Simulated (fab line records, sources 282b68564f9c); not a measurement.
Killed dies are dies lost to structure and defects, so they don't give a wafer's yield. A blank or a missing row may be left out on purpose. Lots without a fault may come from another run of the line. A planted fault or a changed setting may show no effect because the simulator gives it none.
Which tool did it? | flow rit_cmos | 7 lots, 21 wafers sampled, at 2 steps of a route of 202

WHAT THE GAUGES READ, wafer by wafer
RIT_PWELL_TW_MEAS_10.
lot  | measured    | on            | PWELL_TW
L292 | day 2 13:33 | film_metro-04 | 944 944 944
L294 | day 3 00:29 | film_metro-04 | 956 951 950
L297 | day 3 15:07 | film_metro-02 | 962 964 964
L301 | day 4 11:53 | film_metro-04 | 951 949 949
L304 | day 5 01:23 | film_metro-02 | 1051 1051 1050
L307 | day 5 17:36 | film_metro-02 | 957 966 959
L312 | day 6 20:20 | film_metro-02 | 959 955 963

WHICH TOOL RAN EACH LOT (tool, then ch and the chambers of the sampled wafers, then the start)
lot  | RIT_PWELL_IMPLANT_08
L292 | implanter-04 ch 0, day 2 13:13
L294 | implanter-02 ch 0, day 3 00:09
L297 | implanter-04 ch 0, day 3 14:47
L301 | implanter-04 ch 0, day 4 11:35
L304 | implanter-02 ch 0, day 5 01:04
L307 | implanter-01 ch 0, day 5 17:17
L312 | implanter-04 ch 0, day 6 20:01
- RIT_PWELL_IMPLANT_08

THE ANSWER, worked out from the rows above alone
Rule: what is usual is taken from the lots themselves. Put in order of their means at a reading, lots are off if they are a third of the lots or fewer, leave a main group of 4 or more, and stand apart from it by a gap of 3 or more times the standard deviation of the main group's means; of several such gaps the widest counts. A main group whose means are all the same, to the digits that the tables above print for the reading, isn't used. A lot without any number at a reading at which 4 lots or more have one is off too. The other lots that the step has rows for count as sound.
Off: L304, at RIT_PWELL_TW_MEAS_10 (PWELL_TW). The main group: mean 955, standard deviation 6.8.
A tool fits if, at a process step before that reading, it ran every lot that is off, and no sound lot after the first of them. The gauges at RIT_PWELL_TW_MEAS_10 are tried like those tools. One fits: implanter-02 at RIT_PWELL_IMPLANT_08. Its last sound lot is L294 (day 3 00:09), its first lot that is off L304 (day 5 01:04): a fault that began between those two fits.

WHAT THE SIMULATOR HAD PUT IN
Process parameter drift: implanter-02, from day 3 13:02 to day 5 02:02, at RIT_PWELL_IMPLANT_08. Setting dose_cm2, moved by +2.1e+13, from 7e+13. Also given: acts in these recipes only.
Lots struck among those shown: L304. The rule above found the same.
